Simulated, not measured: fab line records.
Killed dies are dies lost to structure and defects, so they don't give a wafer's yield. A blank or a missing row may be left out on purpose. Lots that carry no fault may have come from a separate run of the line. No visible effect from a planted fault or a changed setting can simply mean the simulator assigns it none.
One fault through the eyes of 2 desks + flow rit-cmos + each desk holds nothing but its own numbers, with what lay behind them at the end

== FROM THE METROLOGY DESK ==
Means of the sampled wafers that have a number, per lot and without regard to the tool the lot ran on: this is what the gauges read. The brackets show how far a lot's mean lies from the usual mean; more than 4 standard deviations puts the lot out of limits, marked OUT.
Columns: A = PRETRO_TW at RIT_PRETRO_TW_MEAS_10, usual 477
| lot  | first seen here | A                    |
|------|-----------------|----------------------|
| L377 | day 2 16:23     | 480                  |
| L378 | day 2 20:29     | 474                  |
| L379 | day 3 01:23     | 478                  |
| L380 | day 3 06:35     | 481                  |
| L386 | day 4 12:04     | 30 (-99 or more) OUT |
| L387 | day 4 16:27     | 30 (-99 or more) OUT |
| L388 | day 4 22:20     | 30 (-99 or more) OUT |
| L389 | day 5 00:46     | 473                  |
| L390 | day 5 06:31     | 482                  |
| L394 | day 6 03:08     | 479                  |
| L395 | day 6 08:00     | 473                  |
| L396 | day 6 11:13     | 477                  |
| L397 | day 6 17:41     | 480                  |
| L398 | day 6 23:22     | 473                  |
| L399 | day 7 04:30     | 481                  |
This desk's finding: out of limits on L386, L387, L388; first on L386, day 4 12:04 (PRETRO_TW at RIT_PRETRO_TW_MEAS_10). Within limits: L377, L378, L379, L380, L389, L390, L394, L395, L396, L397, L398, L399.

== THE TOOL OWNER'S DESK: plasma-asher-01 ==
The tool's own readings at RIT_NRETRO_STRIP_09 (strips in O2, time 180 s): means of the sampled wafers that have a number, for each lot that ran on this tool. The brackets show how far a lot's mean lies from the usual mean; more than 4 standard deviations puts the lot out of limits, marked OUT.
Columns: A = chamber-pressure-mTorr at RIT_NRETRO_STRIP_09, usual 4000 mTorr; B = drypump-motor-current-A at RIT_NRETRO_STRIP_09, usual 5.7 A
| lot  | first seen here | A    | B   |
|------|-----------------|------|-----|
| L377 | day 2 14:40     | 4001 | 5.6 |
| L390 | day 5 04:40     | 3997 | 5.6 |
| L395 | day 6 06:16     | 4000 | 5.6 |
| L396 | day 6 09:29     | 3996 | 5.3 |
| L397 | day 6 15:49     | 4003 | 5.8 |
| L399 | day 7 02:39     | 4001 | 5.3 |
This desk found nothing out of limits on any of the 6 lots.

== TAKEN TOGETHER ==
At day 4 12:04 the metrology desk could have sounded an alarm, on L386, L387, L388.
The tool owner's desk saw nothing out of limits.
The tool owner's desk has no number on record for L386, L387, L388.
All the named lots went through RIT_NRETRO_STRIP_09 on plasma-asher-01.

== WHAT WAS PUT IN BY THE SIMULATOR ==
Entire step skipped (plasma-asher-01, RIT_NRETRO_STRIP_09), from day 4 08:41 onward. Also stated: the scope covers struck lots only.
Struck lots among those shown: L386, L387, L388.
Delay in hours, fault start to first out-of-limits reading, per desk: metrology desk 3.
